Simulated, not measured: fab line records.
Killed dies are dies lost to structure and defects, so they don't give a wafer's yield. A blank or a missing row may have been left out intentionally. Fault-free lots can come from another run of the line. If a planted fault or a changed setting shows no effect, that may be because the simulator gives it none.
A struck lot beside a sound one + flow berkeleyCmos170 + 21 out of 331 route steps
Sound: wafers L128.2, L128.3, L128.4. Struck: wafers L134.2, L134.3, L134.4. The cause is named last.
For every step that has rows: the tool of each side, followed by ch and its chambers, followed by its first start. Under that, the readings that differ: sound wafers + struck wafers + difference of the means + sigmas: that difference in standard deviations of wafers without a fault.
alike: words and numbers the same on both sides, and readings whose means are apart by under 2 such deviations; not compared: readings that were withheld, readings missing a value for some wafer, numbers with overlapping values and no deviation given by the record, and bounds like >300 which may hide the same value.
The two part at a step that has a row with sigmas, a row that says differs or no value, or rows on one side only. Numbers that don't overlap but have no deviation are shown without sigmas and don't part them. A reading missing from all wafers of one side parts the sides only when that side holds two or more wafers.

first, 4 steps without rows for these wafers: UCB170_ACTIVE_SOFTBAKE_09 (time 60 s); UCB170_ACTIVE_EXPOSE_10 (exposes mask ACTIVE, target cd 1200 nm); UCB170_ACTIVE_PEB_11; UCB170_ACTIVE_DEVELOP_12 (develop time 45 s).
UCB170_ACTIVE_CD_MEAS_13: target cd 1200 nm.
  sound on cdSem-01 at day 4 16:34; struck on cdSem-02 at day 5 18:53
  alike: cdNm
UCB170_ACTIVE_OVL_MEAS_14:
  sound on overlay-02 at day 4 16:41; struck on overlay-01 at day 5 18:59
  alike: ACTIVE_OVL
UCB170_ACTIVE_ETCH_15: etches Si3N4 in CH3F/Ar/O2, stops on SiO2, target depth 242 nm, time 151 s.
  sound on rieDiel-01 ch 0,3, day 4 16:43; struck on rieDiel-01 ch 0,1,2, day 5 19:01
  alike: O2_flow_sccm, drypumpMotorCurrentA, mfcArSccm, oesProductAu, rfFwdPowerW, throttleValvePct
  not compared: rfHoursCounterH
UCB170_ACTIVE_STRIP_16: strips in O2.
  sound on plasmaAsher-04 ch 0,1, day 4 16:49; struck on plasmaAsher-04 ch 0,1, day 5 19:07
  alike: drypumpMotorCurrentA, oesProductAu, stripTimeToEndpointS
  not compared: rfHoursCounterH
UCB170_ACTIVE_CD_MEAS_90: target cd 1200 nm.
  sound on cdSem-01 at day 4 16:56; struck on cdSem-02 at day 5 19:14
  alike: cdNm
then, 3 steps without rows for these wafers: UCB170_ACTIVE_CLEAN_17 (cleans in SPM, time 600 s); UCB170_PFIELD_HMDS_00 (prime time 60 s); UCB170_PFIELD_COAT_01 (resist thk 900 nm).
UCB170_PFIELD_SOFTBAKE_02: time 60 s.
  sound on lithoTrack-03 ch 0, day 4 18:07; struck on lithoTrack-03 ch 0, day 5 20:02
| reading                                | sound                | struck               | difference | sigmas      |
|----------------------------------------|----------------------|----------------------|------------|-------------|
| heaterPowerTotalW (W)                  | 56.72 56.77 56.74    | 67.63 67.63 67.71    | +10.91     | +99 or more |
| plateTempC (C)                         | 129.75 129.82 129.77 | 148.73 148.74 148.57 | +18.90     | +99 or more |
| model.KrF_of_PFIELD_COAT_01.thkNm (nm) | 901.9 903.9 902.8    | 879 881.2 880.5      | -23        |             |
  alike: chillPlateTempC
then, 2 steps without rows for these wafers: UCB170_PFIELD_EXPOSE_03 (exposes mask PFIELD, target cd 1500 nm); UCB170_PFIELD_PEB_04.
UCB170_PFIELD_DEVELOP_05: develop time 45 s.
  sound: lithoTrack-02 ch 0; struck: lithoTrack-02 ch 0
| reading                                | sound             | struck            | difference | sigmas |
|----------------------------------------|-------------------|-------------------|------------|--------|
| model.KrF_of_PFIELD_COAT_01.thkNm (nm) | 887.7 889.7 888.6 | 865.1 867.2 866.6 | -22.4      |        |
  alike: chillPlateTempC, developerTempC
UCB170_PFIELD_OVL_MEAS_06:
  sound on overlay-01 at day 4 18:58; struck on overlay-01 at day 5 20:53
  alike: PFIELD_OVL
following that, these wafers have no rows for 1 step: UCB170_PFIELD_IMPLANT_07.
UCB170_PFIELD_STRIP_08: strips in O2.
  sound on plasmaAsher-01 ch 0,1, day 4 19:08; struck on plasmaAsher-01 ch 0,1, day 5 21:04
| reading                  | sound             | struck            | difference | sigmas |
|--------------------------|-------------------|-------------------|------------|--------|
| stripTimeToEndpointS (s) | 21.67 21.70 21.69 | 21.14 21.18 21.18 | -0.52      | -7     |
  alike: drypumpMotorCurrentA, oesProductAu
  not compared: rfHoursCounterH
UCB170_PFIELD_TW_MEAS_09:
  sound on filmMetro-04 at day 4 19:15; struck on filmMetro-03 at day 5 21:11
| reading   | sound       | struck      | difference | sigmas |
|-----------|-------------|-------------|------------|--------|
| PFIELD_TW | 609 615 612 | 602 593 592 | -16        | -2     |
-- the record jumps here: 4 days lie between the struck wafers' starts before and after (it left off in module PFIELD and takes up again in module M3, whose first step shown is number 331 of the route) --
UCB170_M3_PROBE_99:
  the record has rows for the struck wafers here (prober-01, day 9 12:30) and none for the sound ones

## WHERE THEY PART
Last at UCB170_M3_PROBE_99 as far as this record goes, first at UCB170_PFIELD_SOFTBAKE_02.

WHY: whatever the simulator had introduced
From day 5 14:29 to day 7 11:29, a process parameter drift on lithoTrack-03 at UCB170_PFIELD_SOFTBAKE_02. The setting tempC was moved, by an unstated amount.
